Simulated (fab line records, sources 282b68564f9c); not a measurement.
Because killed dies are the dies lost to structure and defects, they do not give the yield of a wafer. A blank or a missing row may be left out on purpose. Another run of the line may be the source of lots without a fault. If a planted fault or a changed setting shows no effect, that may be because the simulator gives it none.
Which tool is to blame? || flow rit cmos || Sampling: 7 lots, 21 wafers, 2 of 202 route steps

== WHAT EACH GAUGE READ, for each wafer ==
RIT_CONTACT_THK_MEAS_01.
{"lot": "L942", "measured": "day 3 08:06", "on": "film metro-04", "CONTACT_TEOS_THK (nm)": "388 393 404"}
{"lot": "L944", "measured": "day 3 18:43", "on": "film metro-04", "CONTACT_TEOS_THK (nm)": "391 395 406"}
{"lot": "L949", "measured": "day 4 21:04", "on": "film metro-01", "CONTACT_TEOS_THK (nm)": "394 392 405"}
{"lot": "L953", "measured": "day 5 15:08", "on": "film metro-02", "CONTACT_TEOS_THK (nm)": "391 255 398"}
{"lot": "L958", "measured": "day 6 16:32", "on": "film metro-04", "CONTACT_TEOS_THK (nm)": "392 401 408"}
{"lot": "L961", "measured": "day 7 09:29", "on": "film metro-01", "CONTACT_TEOS_THK (nm)": "398 409 410"}
{"lot": "L964", "measured": "day 8 00:17", "on": "film metro-02", "CONTACT_TEOS_THK (nm)": "399 391 392"}

== EACH LOT AND THE TOOL THAT RAN IT (in order: tool; ch and the chambers of the sampled wafers; start) ==
{"lot": "L942", "RIT_CONTACT_CVD_00": "pecvd-02 ch 0,2, day 3 08:03"}
{"lot": "L944", "RIT_CONTACT_CVD_00": "pecvd-01 ch 0,2, day 3 18:38"}
{"lot": "L949", "RIT_CONTACT_CVD_00": "pecvd-04 ch 0,1,2, day 4 21:01"}
{"lot": "L953", "RIT_CONTACT_CVD_00": "pecvd-04 ch 0,1, day 5 15:05"}
{"lot": "L958", "RIT_CONTACT_CVD_00": "pecvd-01 ch 0,1,2, day 6 16:28"}
{"lot": "L961", "RIT_CONTACT_CVD_00": "pecvd-01 ch 0,2, day 7 09:26"}
{"lot": "L964", "RIT_CONTACT_CVD_00": "pecvd-01 ch 0,1,2, day 8 00:14"}
- RIT_CONTACT_CVD_00: deposits SiO2 from TEOS, target thk 400 nm, time 61 s.

== THE ANSWER, worked out from the rows above alone ==
Rule: the usual values come from the lots themselves. The widest of any qualifying gaps counts: lots, ordered by their means at a reading, are off when they make up no more than a third of the lots, leave a main group of 4 or more, and stand apart from it by 3 or more times the standard deviation of that group's means. A main group whose means are all the same, to the digits that the tables above print for the reading, isn't used. Also off: a lot with no number at a reading for which 4 or more lots have one. Any other lot the step has rows for is counted as sound.
Off: L953, at RIT_CONTACT_THK_MEAS_01 (CONTACT_TEOS_THK). Main group: mean 398 nm, sd 3.9.
If a tool, at a process step before that reading, ran all the lots that are off and no sound lot after the first of them, it fits. Gauges at RIT_CONTACT_THK_MEAS_01: tried the same way as those tools. One fits: RIT_CONTACT_CVD_00 on pecvd-04. Its last sound lot is L949 (day 4 21:01), its first lot that is off L953 (day 5 15:05): a fault that began between those two fits.

== WHAT THE SIMULATOR HAD PUT IN ==
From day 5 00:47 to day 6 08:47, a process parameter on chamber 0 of pecvd-04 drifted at RIT_CONTACT_CVD_00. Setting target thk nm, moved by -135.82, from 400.
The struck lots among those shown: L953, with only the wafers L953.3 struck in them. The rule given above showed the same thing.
